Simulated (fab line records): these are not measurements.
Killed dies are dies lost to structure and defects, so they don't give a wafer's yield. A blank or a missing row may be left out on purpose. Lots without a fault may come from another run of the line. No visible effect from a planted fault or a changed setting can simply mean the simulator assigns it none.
What tool caused it? || flow berkeley cmos170 || 14 lots with 42 wafers sampled at 2 steps, on a route of 331 steps

WHAT THE GAUGES READ, wafer by wafer
UCB170_V1_CD_MEAS_12: target cd 700 nm.
{"lot": "L101", "measured": "day 7 18:22", "on": "cd sem-02", "cd nm (nm)": "700.2 701.5 699.2"}
{"lot": "L102", "measured": "day 7 18:23", "on": "cd sem-01", "cd nm (nm)": "701.7 702.0 702.0"}
{"lot": "L108", "measured": "day 8 13:25", "on": "cd sem-02", "cd nm (nm)": "700.5 699.4 699.4"}
{"lot": "L104", "measured": "day 8 13:29", "on": "cd sem-01", "cd nm (nm)": "700.2 699.8 699.9"}
{"lot": "L107", "measured": "day 8 13:33", "on": "cd sem-02", "cd nm (nm)": "699.9 698.6 699.3"}
{"lot": "L106", "measured": "day 8 13:49", "on": "cd sem-02", "cd nm (nm)": "701.3 701.1 701.0"}
{"lot": "L110", "measured": "day 9 12:47", "on": "cd sem-02", "cd nm (nm)": "700.8 701.5 701.8"}
{"lot": "L109", "measured": "day 9 13:03", "on": "cd sem-02", "cd nm (nm)": "701.3 702.7 701.2"}
{"lot": "L112", "measured": "day 9 17:35", "on": "cd sem-01", "cd nm (nm)": "701.2 701.1 700.0"}
{"lot": "L113", "measured": "day 9 18:05", "on": "cd sem-01", "cd nm (nm)": "701.1 700.2 700.0"}
{"lot": "L116", "measured": "day 10 06:20", "on": "cd sem-02", "cd nm (nm)": "678.5 677.1 677.6"}
{"lot": "L117", "measured": "day 10 14:25", "on": "cd sem-01", "cd nm (nm)": "682.7 683.5 682.3"}
{"lot": "L118", "measured": "day 11 04:29", "on": "cd sem-01", "cd nm (nm)": "698.1 698.8 698.2"}
{"lot": "L124", "measured": "day 11 18:35", "on": "cd sem-01", "cd nm (nm)": "699.7 699.6 699.9"}

EACH LOT AND THE TOOL THAT RAN IT (in order: tool; ch and the chambers of the sampled wafers; start)
{"lot": "L101", "UCB170_V1_PEB_10": "litho track-03 ch 0, day 7 18:06"}
{"lot": "L102", "UCB170_V1_PEB_10": "litho track-01 ch 0, day 7 18:07"}
{"lot": "L108", "UCB170_V1_PEB_10": "litho track-02 ch 0, day 8 13:08"}
{"lot": "L104", "UCB170_V1_PEB_10": "litho track-01 ch 0, day 8 13:11"}
{"lot": "L107", "UCB170_V1_PEB_10": "litho track-03 ch 0, day 8 13:17"}
{"lot": "L106", "UCB170_V1_PEB_10": "litho track-03 ch 0, day 8 13:32"}
{"lot": "L110", "UCB170_V1_PEB_10": "litho track-03 ch 0, day 9 12:31"}
{"lot": "L109", "UCB170_V1_PEB_10": "litho track-03 ch 0, day 9 12:46"}
{"lot": "L112", "UCB170_V1_PEB_10": "litho track-01 ch 0, day 9 17:19"}
{"lot": "L113", "UCB170_V1_PEB_10": "litho track-02 ch 0, day 9 17:49"}
{"lot": "L116", "UCB170_V1_PEB_10": "litho track-02 ch 0, day 10 06:04"}
{"lot": "L117", "UCB170_V1_PEB_10": "litho track-02 ch 0, day 10 14:04"}
{"lot": "L118", "UCB170_V1_PEB_10": "litho track-03 ch 0, day 11 04:12"}
{"lot": "L124", "UCB170_V1_PEB_10": "litho track-03 ch 0, day 11 18:19"}
- UCB170_V1_PEB_10

WHAT THE TOOLS THEMSELVES READ (means of the sampled wafers that have a number; where no wafer has one, the mark that the record gives instead)
UCB170_V1_PEB_10.
{"lot": "L101", "tool": "litho track-03", "heater power total W (W)": 56.83}
{"lot": "L102", "tool": "litho track-01", "heater power total W (W)": 56.80}
{"lot": "L108", "tool": "litho track-02", "heater power total W (W)": 56.78}
{"lot": "L104", "tool": "litho track-01", "heater power total W (W)": 56.81}
{"lot": "L107", "tool": "litho track-03", "heater power total W (W)": 56.82}
{"lot": "L106", "tool": "litho track-03", "heater power total W (W)": 56.81}
{"lot": "L110", "tool": "litho track-03", "heater power total W (W)": 56.79}
{"lot": "L109", "tool": "litho track-03", "heater power total W (W)": 56.78}
{"lot": "L112", "tool": "litho track-01", "heater power total W (W)": 56.81}
{"lot": "L113", "tool": "litho track-02", "heater power total W (W)": 56.79}
{"lot": "L116", "tool": "litho track-02", "heater power total W (W)": 62.47}
{"lot": "L117", "tool": "litho track-02", "heater power total W (W)": 62.46}
{"lot": "L118", "tool": "litho track-03", "heater power total W (W)": 56.82}
{"lot": "L124", "tool": "litho track-03", "heater power total W (W)": 56.77}

THE ANSWER, worked out from the rows above alone
Rule: the usual values come from the lots themselves. Put in order of their means at a reading, lots are off if they are a third of the lots or fewer, leave a main group of 4 or more, and stand apart from it by a gap of 3 or more times the standard deviation of the main group's means; of several such gaps the widest counts. A main group is skipped when, at the precision printed for the reading in the tables above, its means are all equal. A lot without any number at a reading at which 4 lots or more have one is off too. All remaining lots with rows at the step are treated as sound. After the gauges, taken in route order, come the tools' own readings; for these a lot's mean is taken, as printed above. The first step at which some lot is off is used, and at that step the reading that is off furthest; a lot without a number counts as furthest.
Off, at UCB170_V1_CD_MEAS_12 on cd nm: L116, L117. Main group: mean 700.4 nm, sd 1.
A tool fits if, at a process step before that reading, it ran every lot that is off, and no sound lot after the first of them. The gauges at UCB170_V1_CD_MEAS_12 aren't tried: what is off there is off at UCB170_V1_PEB_10 too, on other tools, and a gauge's error can't cause that. One fits: litho track-02 at UCB170_V1_PEB_10. Its last sound lot is L113 (day 9 17:49), its first lot that is off L116 (day 10 06:04): a fault that began between those two fits.
The tool's own readings at UCB170_V1_PEB_10 bear it out: on the lots that are off they differ by more than 5 times the standard deviation of the sound lots' means. heater power total W reads 62.47 W there against 56.80 W on the sound lots.

WHAT WAS PUT IN BY THE SIMULATOR
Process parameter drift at UCB170_V1_PEB_10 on litho track-02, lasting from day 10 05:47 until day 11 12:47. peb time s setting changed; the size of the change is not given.
Shown lots that were struck: L116, L117. The rule given above showed the same thing.
